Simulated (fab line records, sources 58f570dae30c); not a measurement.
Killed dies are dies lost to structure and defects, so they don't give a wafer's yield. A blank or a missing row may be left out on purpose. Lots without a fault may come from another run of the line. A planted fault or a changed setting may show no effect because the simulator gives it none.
Which tool did it? | flow berkeley_cmos170 | 11 lots, 33 wafers sampled, at 4 steps of a route of 331

WHAT THE GAUGES READ, wafer by wafer
UCB170_V2_CD_MEAS_12: target cd 700 nm.
lot  | measured     | on        | cd_nm (nm)
L355 | day 9 06:11  | cd_sem-02 | 698.3 699.9 698.2
L357 | day 9 09:52  | cd_sem-02 | 698.4 698.9 698.3
L356 | day 9 12:57  | cd_sem-02 | 700.3 699.7 700.4
L360 | day 9 23:59  | cd_sem-01 | 698.0 698.9 699.2
L359 | day 10 00:53 | cd_sem-01 | 699.8 699.4 701.2
L358 | day 10 02:44 | cd_sem-02 | 699.4 700.4 698.9
L365 | day 11 08:30 | cd_sem-01 | 679.5 680.0 679.7 679.2 680.4 679.6
L367 | day 11 16:29 | cd_sem-01 | 685.7 682.8 683.5 685.6 683.3 684.0
L374 | day 12 19:28 | cd_sem-01 | 700.5 698.8 700.0
L376 | day 13 04:08 | cd_sem-01 | 697.8 699.2 699.4
L378 | day 13 15:48 | cd_sem-01 | 699.5 696.4 698.5

WHICH TOOL RAN EACH LOT (tool, then ch and the chambers of the sampled wafers, then the start)
lot  | UCB170_V1_CMP_02              | UCB170_M2_ETCH_17                  | UCB170_V2_PEB_10
L355 | cmp-02 ch 0,2,3, day 8 23:12  | rie_diel-01 ch 0,1,3, day 9 03:52  | litho_track-02 ch 0, day 9 05:55
L357 | cmp-02 ch 0,1, day 9 01:40    | rie_diel-02 ch 1,2,3, day 9 06:08  | litho_track-02 ch 0, day 9 09:35
L356 | cmp-01 ch 1,2,3, day 9 03:03  | rie_diel-01 ch 0,1,3, day 9 08:16  | litho_track-04 ch 0, day 9 12:20
L360 | cmp-01 ch 1,2, day 9 16:03    | rie_diel-02 ch 0,1,3, day 9 21:03  | litho_track-03 ch 0, day 9 23:44
L359 | cmp-02 ch 0,2,3, day 9 17:23  | rie_diel-01 ch 1,2,3, day 9 22:00  | litho_track-04 ch 0, day 10 00:37
L358 | cmp-01 ch 0,1,3, day 9 18:40  | rie_diel-04 ch 0,2, day 9 23:50    | litho_track-04 ch 0, day 10 02:28
L365 | cmp-01 ch 0,1,3, day 10 19:53 | rie_diel-02 ch 0,2,3, day 11 05:11 | litho_track-02 ch 0, day 11 08:14
L367 | cmp-02 ch 2,3, day 11 06:35   | rie_diel-01 ch 0,3, day 11 14:07   | litho_track-02 ch 0, day 11 16:13
L374 | cmp-02 ch 0,2,3, day 12 09:00 | rie_diel-02 ch 0,1,3, day 12 14:38 | litho_track-03 ch 0, day 12 19:13
L376 | cmp-02 ch 1,2,3, day 12 20:50 | rie_diel-01 ch 0,1,2, day 13 01:34 | litho_track-04 ch 0, day 13 03:53
L378 | cmp-02 ch 0,1,2, day 13 05:53 | rie_diel-04 ch 0,1,2, day 13 10:43 | litho_track-04 ch 0, day 13 15:00
- UCB170_V1_CMP_02: polishes SiO2.
- UCB170_M2_ETCH_17: etches BARC in N2/H2.
- UCB170_V2_PEB_10

THE ANSWER, worked out from the rows above alone
Rule: what is usual is taken from the lots themselves. Put in order of their means at a reading, lots are off if they are a third of the lots or fewer, leave a main group of 4 or more, and stand apart from it by a gap of 3 or more times the standard deviation of the main group's means; of several such gaps the widest counts. A main group whose means are all the same, to the digits that the tables above print for the reading, isn't used. A lot without any number at a reading at which 4 lots or more have one is off too. The other lots that the step has rows for count as sound.
Off: L365, L367, at UCB170_V2_CD_MEAS_12 (cd_nm). The main group: mean 699.2 nm, standard deviation 0.69.
A tool fits if, at a process step before that reading, it ran every lot that is off, and no sound lot after the first of them. The gauges at UCB170_V2_CD_MEAS_12 are tried like those tools. One fits: litho_track-02 at UCB170_V2_PEB_10. Its last sound lot is L357 (day 9 09:35), its first lot that is off L365 (day 11 08:14): a fault that began between those two fits.

WHAT THE SIMULATOR HAD PUT IN
Process parameter drift: litho_track-02, from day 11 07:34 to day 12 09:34, at UCB170_V2_PEB_10. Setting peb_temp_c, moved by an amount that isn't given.
Lots struck among those shown: L365, L367. The rule above found the same.
